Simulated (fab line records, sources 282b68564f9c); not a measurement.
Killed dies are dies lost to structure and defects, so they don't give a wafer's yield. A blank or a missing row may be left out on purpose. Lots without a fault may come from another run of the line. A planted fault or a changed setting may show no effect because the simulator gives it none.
Problem report in the 8D (eight disciplines) form, filled by code | flow rit_cmos | the parts of the form that need people (team, actions taken, sign-off) are left out

1. THE PROBLEM
M1_AL_RS at RIT_M1_RS_MEAS_01 reads a mean of 0.1714 ohm/sq on 2 wafers of 2 lots; wafers without a fault read 0.0732 ohm/sq with a standard deviation of 0.00076. That is +99 or more standard deviations from the usual mean.
The step: measures by four-point-probe.
First seen on wafer L682.1, day 7 06:48, on film_metro-02. The record holds 38 wafers of 14 lots with a number at this step. Rule for "out", or "out of limits": more than 4 standard deviations from the usual mean. The other wafers with a number count as sound.

2. WHAT IT IS AND WHAT IT IS NOT
question                    | is                     | is not
which readings at this step | M1_AL_RS               | -
which lots                  | L682, L685             | L667, L669, L670, L671, L673, L674, L675, L677, L678, L686, L687, L689
which wafers of those lots  | all that have a number | -
read on which gauges        | film_metro-02          | film_metro-01, film_metro-04
when                        | from day 7 06:48       | up to then (27 sound wafers); but 9 sound wafers of L686, L687, L689 came after

3. SUSPECTS, AND WHAT RULES EACH OUT
Counting: a tool at a process step up to the reading stays a suspect if it ran every lot that is out and no sound lot after the first of them.
- the gauge at RIT_M1_RS_MEAS_01: ruled out. All the wafers that are out were read on film_metro-02, but those of them that RIT_M1_METAL_ETCH_12 has rows for are out there too, on other tools.
- pvd_sputter-02 at RIT_M1_SPUTTER_00 (material Al, target thk 400 nm, time 500 s): kept. It ran every lot that is out, first L682 (day 7 06:30), and no sound lot after that; its last sound lot up to then is L674 (day 5 14:29).
Left after counting: pvd_sputter-02 at RIT_M1_SPUTTER_00.

4. THE CAUSE (what the simulator had put in)
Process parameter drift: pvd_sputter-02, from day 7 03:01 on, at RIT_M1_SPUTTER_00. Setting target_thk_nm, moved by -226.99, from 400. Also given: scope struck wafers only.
Counting left only this tool.

5. THE CHAIN OF EFFECTS, in route order
Each row: a reading whose mean over the struck wafers that have a number lies more than 3 standard deviations from the usual. Only readings for which the record gives a usual standard deviation are gone through. hours: the time from each lot's start at the first step in this table that gives one to its start at this step, as a median over the lots. sigmas: the change in usual standard deviations.
hours | step                 | reading        | usual         | on struck wafers | change  | sigmas
0     | RIT_M1_RS_MEAS_01    | M1_AL_RS       | 0.0732 ohm/sq | 0.1714           | +0.0982 | +99 or more
3     | RIT_M1_THK_MEAS_02   | M1_AL_THK      | 401 nm        | 178              | -223    | -48
7     | RIT_M1_METAL_ETCH_12 | oes_product_au | 0.781 a.u.    | 0.542            | -0.239  | -24
The process steps in it:
- RIT_M1_METAL_ETCH_12: etches Al in Cl2/BCl3, stops on SiO2, time 165 s, target depth 600 nm.

6. WHAT WOULD HAVE CAUGHT IT SOONER
In this record the first reading out of limits at a measuring or inspecting step was taken at day 7 06:48, 4 hours after the fault began at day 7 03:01.
Of the tool readings at RIT_M1_SPUTTER_00 for which the record gives a usual standard deviation, none was out on any struck wafer, so an alarm limit of 4 standard deviations on them would not have fired.
Of the lots that are out (2), L685 began RIT_M1_SPUTTER_00 on pvd_sputter-02 after day 7 06:48. A hold on the tool at that time would have spared it.
